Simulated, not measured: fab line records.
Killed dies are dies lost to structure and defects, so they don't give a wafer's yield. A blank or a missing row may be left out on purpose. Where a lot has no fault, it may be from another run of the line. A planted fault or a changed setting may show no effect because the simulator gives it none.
Which tool was responsible?	flow berkeley cmos170	39 wafers from 13 lots sampled at 5 of the route's 331 steps

== WHAT EACH GAUGE READ, for each wafer ==
UCB170_M2_CD_MEAS_15 targets a cd of 700 nm. Usual: 699.9 nm for cd nm, sd 1.5.
lot	measured	on	cd nm (nm)	flag
L291	day 7 01:38	cd sem-01	698.6 697.4 698.4	
L292	day 7 13:13	cd sem-01	699.3 700.2 698.7	
L295	day 8 02:41	cd sem-01	697.5 697.6 696.0	
L296	day 8 12:55	cd sem-02	702.6 700.2 700.8	
L300	day 9 04:44	cd sem-02	700.5 700.9 699.8	
L305	day 10 13:25	cd sem-02	701.4 701.0 700.0	
L307	day 10 15:01	cd sem-02	702.4 701.4 701.9	
L306	day 11 00:59	cd sem-02	700.5 701.6 702.0	
L311	day 11 19:39	cd sem-02	701.9 702.7 701.9	
L309	day 11 16:46	cd sem-01	701.2 703.4 701.8	
L312	day 11 19:55	cd sem-02	700.4 699.9 701.1	
L313	day 12 12:23	cd sem-01	700.6 700.7 701.6	
L314	day 12 12:10	cd sem-01	697.9 698.0 698.6	

== EACH LOT AND THE TOOL THAT RAN IT (in order: tool; ch and the chambers of the sampled wafers; start) ==
lot	UCB170_CONTACT_RTA_08	UCB170_CONTACT_ETCH_17	UCB170_V1_ETCH_14	UCB170_V1_STRIP_15
L291	rtp anneal-01 ch 0, day 6 12:36	rie diel-04 ch 1,2, day 6 13:56	rie diel-01 ch 1,2,3, day 6 22:27	plasma asher-02 ch 0,1, day 6 22:38
L292	rtp anneal-02 ch 0, day 6 23:20	rie diel-04 ch 0,1,3, day 7 01:01	rie diel-01 ch 1,2,3, day 7 09:20	plasma asher-02 ch 0,1, day 7 09:31
L295	rtp anneal-02 ch 0, day 7 15:13	rie diel-04 ch 2,3, day 7 16:15	rie diel-01 ch 0,2, day 8 00:13	plasma asher-04 ch 0,1, day 8 00:25
L296	rtp anneal-02 ch 0, day 8 02:11	rie diel-01 ch 1,2, day 8 03:14	rie diel-03 ch 1,2,3, day 8 10:22	plasma asher-01 ch 0,1, day 8 10:33
L300	rtp anneal-01 ch 0, day 8 14:45	rie diel-02 ch 0,1, day 8 16:02	rie diel-01 ch 0,1,2, day 9 02:26	plasma asher-01 ch 0,1, day 9 02:37
L305	rtp anneal-01 ch 0, day 10 00:38	rie diel-02 ch 0,1,2, day 10 01:41	rie diel-03 ch 0,2, day 10 10:41	plasma asher-02 ch 0,1, day 10 10:54
L307	rtp anneal-02 ch 0, day 10 02:38	rie diel-02 ch 0,1, day 10 03:53	rie diel-03 ch 0,2, day 10 12:43	plasma asher-02 ch 0,1, day 10 12:53
L306	rtp anneal-01 ch 0, day 10 11:03	rie diel-04 ch 0,1,2, day 10 12:31	rie diel-04 ch 1,2,3, day 10 21:41	plasma asher-04 ch 0,1, day 10 21:52
L311	rtp anneal-01 ch 0, day 11 04:46	rie diel-01 ch 0,1,2, day 11 06:25	rie diel-01 ch 0,3, day 11 16:49	plasma asher-02 ch 0,1, day 11 17:00
L309	rtp anneal-02 ch 0, day 11 04:47	rie diel-04 ch 2,3, day 11 06:08	rie diel-01 ch 2,3, day 11 14:24	plasma asher-02 ch 0,1, day 11 14:37
L312	rtp anneal-01 ch 0, day 11 04:49	rie diel-04 ch 0,1,3, day 11 06:58	rie diel-04 ch 0,1,3, day 11 17:04	plasma asher-04 ch 0,1, day 11 17:14
L313	rtp anneal-02 ch 0, day 11 19:33	rie diel-02 ch 1,2,3, day 11 21:26	rie diel-01 ch 1,2, day 12 08:58	plasma asher-04 ch 0,1, day 12 09:09
L314	rtp anneal-02 ch 0, day 11 20:38	rie diel-02 ch 0,3, day 11 22:35	rie diel-03 ch 1,2, day 12 08:51	plasma asher-01 ch 0,1, day 12 09:02
- UCB170_CONTACT_RTA_08: time 10 s.
- UCB170_CONTACT_ETCH_17: etches BARC in N2/H2.
- UCB170_V1_ETCH_14: etches SiO2 in CHF3/CF4/Ar, stops on Al, target depth 1250 nm, time 297.6 s.
- UCB170_V1_STRIP_15: strips in O2.

== AS READ BY THE TOOLS THEMSELVES (means over the sampled wafers that have a number; for cases with no such wafer, the mark the record gives instead) ==
UCB170_CONTACT_RTA_08. Usual: lamp power pct 23.09 %, standard deviation 0.25; wafer_temp_C_max 905.0, standard deviation 2.3.
lot	tool	lamp power pct (%)	wafer_temp_C_max	flag
L291	rtp anneal-01	22.86	903.8	
L292	rtp anneal-02	23.37	907.9	
L295	rtp anneal-02	23.36	906.9	
L296	rtp anneal-02	23.34	908.8	
L300	rtp anneal-01	22.85	903.0	
L305	rtp anneal-01	22.83	902.9	
L307	rtp anneal-02	23.37	906.4	
L306	rtp anneal-01	22.86	902.8	
L311	rtp anneal-01	22.84	902.7	
L309	rtp anneal-02	23.35	907.7	
L312	rtp anneal-01	22.86	903.2	
L313	rtp anneal-02	23.33	907.7	
L314	rtp anneal-02	23.36	907.1	

UCB170_CONTACT_ETCH_17. Usual: drypump motor current A 5.8 A, standard deviation 0.37; oes product au 1.003 a.u., standard deviation 0.017; throttle valve pct 13.35 %, standard deviation 0.23.
lot	tool	drypump motor current A (A)	oes product au (a.u.)	throttle valve pct (%)	flag
L291	rie diel-04	6.0	1.004	13.46	
L292	rie diel-04	5.6	1.010	13.42	
L295	rie diel-04	6.0	1.018	13.50	
L296	rie diel-01	5.8	0.998	13.25	
L300	rie diel-02	5.9	0.992	13.34	
L305	rie diel-02	5.9	1.003	13.22	
L307	rie diel-02	5.6	0.995	13.46	
L306	rie diel-04	5.9	1.001	13.47	
L311	rie diel-01	5.8	1.000	13.37	
L309	rie diel-04	5.7	1.020	13.42	
L312	rie diel-04	5.6	1.004	13.42	
L313	rie diel-02	6.0	1.003	13.12	
L314	rie diel-02	5.5	1.000	13.38	

UCB170_V1_ETCH_14. Usual: drypump motor current A 5.8 A, standard deviation 0.32; oes product au 0.868 a.u., standard deviation 0.012; throttle valve pct 6.96 %, standard deviation 0.14.
lot	tool	drypump motor current A (A)	oes product au (a.u.)	throttle valve pct (%)	flag
L291	rie diel-01	5.8	0.866	6.94	
L292	rie diel-01	5.8	0.867	6.94	
L295	rie diel-01	5.6	0.869	6.94	
L296	rie diel-03	6.0	0.867	6.92	
L300	rie diel-01	5.8	0.849	6.97	
L305	rie diel-03	6.2	0.856	6.83	
L307	rie diel-03	6.2	0.856	6.82	
L306	rie diel-04	5.7	0.873	7.02	
L311	rie diel-01	5.5	0.860	6.96	
L309	rie diel-01	5.5	0.865	6.88	
L312	rie diel-04	5.6	0.875	7.02	
L313	rie diel-01	5.8	0.871	6.88	
L314	rie diel-03	6.0	0.865	6.99	

UCB170_V1_STRIP_15. Usual: drypump motor current A 5.5 A, standard deviation 0.44; oes product au 0.722 a.u., standard deviation 0.0046; strip time to endpoint s 15.21 s, standard deviation 0.096.
lot	tool	drypump motor current A (A)	oes product au (a.u.)	strip time to endpoint s (s)	flag
L291	plasma asher-02	6.0	0.719	15.24	
L292	plasma asher-02	6.1	0.719	15.16	
L295	plasma asher-04	5.1	0.723	15.32	
L296	plasma asher-01	5.4	0.722	15.30	
L300	plasma asher-01	5.6	0.721	15.03	
L305	plasma asher-02	6.0	0.720	15.32	
L307	plasma asher-02	6.0	0.723	15.17	
L306	plasma asher-04	5.0	0.725	15.12	
L311	plasma asher-02	6.1	0.722	15.16	
L309	plasma asher-02	5.9	0.716	15.21	
L312	plasma asher-04	5.0	0.720	15.22	
L313	plasma asher-04	5.0	0.724	15.17	
L314	plasma asher-01	5.4	0.720	15.19	

== THE ANSWER, worked out from the rows above alone ==
Rule: take the mean of a lot's wafers that have a number; if it is more than 3 standard deviations from the usual mean, the lot is off. Also off: a lot with no number at a reading for which 4 or more lots have one. The other lots that the step has rows for count as sound. First the gauges in route order, then the tools' own readings, where a lot's mean is used as printed above. At the first step where some lot is off, the reading lying furthest off is the one used; lots without a number count as furthest.
None of the lots is off at any reading shown; this tells nothing.

== WHAT THE SIMULATOR HAD PUT IN ==
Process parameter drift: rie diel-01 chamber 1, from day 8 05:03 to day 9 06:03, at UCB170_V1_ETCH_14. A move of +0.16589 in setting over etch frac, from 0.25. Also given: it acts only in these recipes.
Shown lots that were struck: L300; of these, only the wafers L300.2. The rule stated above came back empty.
